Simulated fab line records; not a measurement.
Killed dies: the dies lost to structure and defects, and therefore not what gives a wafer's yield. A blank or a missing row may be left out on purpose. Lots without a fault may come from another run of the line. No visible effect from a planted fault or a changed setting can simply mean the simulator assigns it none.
A lot that was struck, set against a sound lot    flow rit cmos    45 steps out of a route of 202
Sound: the wafers L482.2, L482.3, L482.6. Wafers L488.3, L488.5, L488.6 were the ones struck. The cause is named last.
For every step that has rows: the tool of each side, followed by ch and its chambers, followed by its first start. Under that, the readings that differ: sound wafers    struck wafers    difference of the means    sigmas: that difference in standard deviations of wafers without a fault.
alike: readings with means less than 2 such deviations apart, plus words and numbers identical on both sides. not compared: withheld readings, readings lacking a value on some wafer, bounds such as >300 that could conceal the same value, and numbers that have no deviation in the record and whose values overlap.
The two part at a step that has a row with sigmas, a row that says differs or no value, or rows on one side only. Numbers that don't overlap but have no deviation are shown without sigmas and don't part them. Lack of a reading on every wafer of one side parts them only where that side has two or more wafers.

first, 1 step without rows for these wafers: RIT_ACTIVE_DEVELOP_10 (develop time 50 s).
RIT_ACTIVE_CD_MEAS_11: the cd target is 1400 nm.
  sound on cd sem-02, day 2 03:59; struck on cd sem-01, day 3 10:17
reading     sound                 struck                difference  sigmas
cd nm (nm)  1401.0 1400.2 1402.3  1396.1 1395.1 1397.2  -5.0        -3
then, 1 step without rows for these wafers: RIT_ACTIVE_HARDBAKE_12 (time 60 s).
RIT_ACTIVE_ETCH_13: etches Si3N4 in SF6, stops on SiO2, time 210 s, target depth 210 nm.
  sound on rie diel-03 ch 1,2,3, day 2 04:15; struck on rie diel-03 ch 0,2,3, day 3 10:31
  alike: drypump motor current A, oes product au, throttle valve pct
  not compared: rf hours counter h
RIT_ACTIVE_STRIP_14: strips in O2, time 180 s.
  sound on plasma asher-04 ch 0,1, day 2 04:23; struck on plasma asher-04 ch 0,1, day 3 10:42
  alike: drypump motor current A
  not compared: rf hours counter h
RIT_ACTIVE_CD_MEAS_90: the cd target is 1400 nm.
  sound on cd sem-02, day 2 04:35; struck on cd sem-02, day 3 10:52
reading     sound                 struck                difference  sigmas
cd nm (nm)  1401.7 1400.2 1402.5  1396.1 1395.2 1396.6  -5.5        -3
then, 4 steps without rows for these wafers: RIT_ACTIVE_CLEAN_15 (cleans in SC1, time 600 s); RIT_ACTIVE_CLEAN_16 (cleans in dHF, time 30 s); RIT_ACTIVE_CLEAN_17 (cleans in SC2, time 600 s); RIT_FOX1_OXIDATION_00 (target thk 350.7 nm, ox time 1130 s).
RIT_FOX1_THK_MEAS_01:
  sound on film metro-03, day 2 06:56; struck on film metro-03, day 3 12:38
  alike: FOX1_OXIDE_THK
then, 1 step without rows for these wafers: RIT_FOX1_WET_ETCH_02 (etches SiO2 in BOE, target depth 350 nm, time 390 s).
RIT_FOX2_OXIDATION_00: target thk 350.7 nm, ox time 1130 s.
  sound on furnace-04 ch 0, day 2 10:11; struck on furnace-04 ch 0, day 3 12:47
reading                                      sound              struck             difference  sigmas
model.SiO2_of_FOX2_OXIDATION_00.thk nm (nm)  352.3 357.6 355.2  439.5 444.5 440.8  +86.6       
RIT_FOX2_THK_MEAS_01:
  sound on film metro-04, day 2 11:31; struck on film metro-03, day 3 14:08
reading              sound        struck       difference  sigmas
FOX2_OXIDE_THK (nm)  352 358 355  440 444 441  +87         +14
then, 2 steps without rows for these wafers: RIT_FOX2_CLEAN_02 (cleans in dHF, time 180 s); RIT_FOX2_WET_ETCH_03 (etches Si3N4 in H3PO4, target depth 195 nm, time 2700 s).
RIT_FOX2_THK_MEAS_90:
  sound on film metro-03, day 2 12:23; struck on film metro-03, day 3 15:00
reading                      sound        struck       difference  sigmas
FIELD_OXIDE_LEFT_1_THK (nm)  325 330 328  412 417 414  +87         +14
then, 6 steps without rows for these wafers: RIT_NWELL_HMDS_00 (prime time 60 s); RIT_NWELL_COAT_01 (resist thk 1300 nm); RIT_NWELL_SOFTBAKE_02 (time 60 s); RIT_NWELL_EXPOSE_03 (exposes mask M2, target cd 43900 nm); RIT_NWELL_PEB_04; RIT_NWELL_DEVELOP_05 (develop time 68 s).
RIT_NWELL_OVL_MEAS_06:
  sound on overlay-01, day 2 13:20; struck on overlay-01, day 3 16:04
  alike: NWELL_OVL
then, 2 steps without rows for these wafers: RIT_NWELL_HARDBAKE_07 (time 120 s); RIT_NWELL_IMPLANT_08.
RIT_NWELL_STRIP_09: strips in O2, time 180 s.
  sound on plasma asher-02 ch 0,1, day 2 13:46; struck on plasma asher-02 ch 0,1, day 3 16:32
  alike: drypump motor current A
  not compared: rf hours counter h
RIT_NWELL_TW_MEAS_10:
  sound on film metro-03, day 2 13:56; struck on film metro-01, day 3 16:41
  alike: NWELL_TW
then, 6 steps without rows for these wafers: RIT_PWELL_HMDS_00 (prime time 60 s); RIT_PWELL_COAT_01 (resist thk 1300 nm); RIT_PWELL_SOFTBAKE_02 (time 60 s); RIT_PWELL_EXPOSE_03 (exposes mask M3, target cd 43700 nm); RIT_PWELL_PEB_04; RIT_PWELL_DEVELOP_05 (develop time 68 s).
RIT_PWELL_OVL_MEAS_06:
  sound on overlay-01, day 2 14:53; struck on overlay-01, day 3 17:44
  alike: PWELL_OVL
then, 2 steps without rows for these wafers: RIT_PWELL_HARDBAKE_07 (time 120 s); RIT_PWELL_IMPLANT_08.
RIT_PWELL_STRIP_09: strips in O2, time 180 s.
  sound on plasma asher-01 ch 0,1, day 2 15:19; struck on plasma asher-03 ch 0,1, day 3 18:13
  alike: drypump motor current A
  not compared: rf hours counter h
RIT_PWELL_TW_MEAS_10:
  sound on film metro-01, day 2 15:30; struck on film metro-03, day 3 18:22
  alike: PWELL_TW
then, 1 step without rows for these wafers: RIT_WELLDRIVE_ANNEAL_00 (time 14700 s).
RIT_WELLDRIVE_RS_MEAS_01: measures by four-point-probe.
  sound on film metro-02, day 2 21:41; struck on film metro-02, day 4 01:53
  alike: NWELL_RS
RIT_WELLDRIVE_RS_MEAS_02: measures by four-point-probe.
  sound on film metro-02, day 2 21:49; struck on film metro-02, day 4 02:01
  alike: PWELL_RS
RIT_FOX2_THK_MEAS_91:
  sound on film metro-03, day 3 01:59; struck on film metro-04, day 4 06:13
reading                      sound        struck       difference  sigmas
FIELD_OXIDE_LEFT_2_THK (nm)  257 262 260  345 350 345  +87         +14
RIT_SILICIDE_WET_ETCH_00: etches SiO2 in BOE, target depth 14 nm, time 15 s.
  sound on wet bench-03 ch 0, day 4 02:20; struck on wet bench-03 ch 3, day 5 05:01
reading                                      sound              struck             difference  sigmas
model.SiO2_of_FOX2_OXIDATION_00.thk nm (nm)  151.5 156.6 153.5  239.6 244.3 240.4  +87.6       
RIT_M1_PROBE_99:
  sound on prober-01, day 4 09:42; struck on prober-02, day 5 11:59
reading                              sound              struck             difference  sigmas
model.etest.nldd.width nm (nm)       3162 3155 3164     3028 3038 3017     -133        
model.etest.pldd.width nm (nm)       3171 3176 3149     3020 3025 3030     -140        
model.etest.nplus sal.width nm (nm)  3455 3448 3440     3376 3373 3335     -86         
model.etest.pplus sal.width nm (nm)  3430 3459 3454     3360 3372 3362     -83         
model.etest.pwell.rs ohm sq          410.6 411.4 409.2  446.8 451.9 451.6  +39.7       
model.etest.nmos narrow.drive ua um  223.5 220.9 219.8  209.6 207.5 207.4  -13.2       
model.etest.pmos narrow.drive ua um  99.63 99.82 100.5  95.54 94.69 92.37  -5.78       
model.etest.field n.vt v (V)         34.86 35.48 35.24  45.48 46.08 45.64  +10.54      
  alike: killed_at_M0_to_M3, killed at front end, killed dies, killed open, killed short

WHERE THEY PART
First at RIT_ACTIVE_CD_MEAS_11; last, within this record, at RIT_FOX2_THK_MEAS_91. Later steps at which nothing parts them and some readings are alike: RIT_M1_PROBE_99.

WHY: what had been put in by the simulator
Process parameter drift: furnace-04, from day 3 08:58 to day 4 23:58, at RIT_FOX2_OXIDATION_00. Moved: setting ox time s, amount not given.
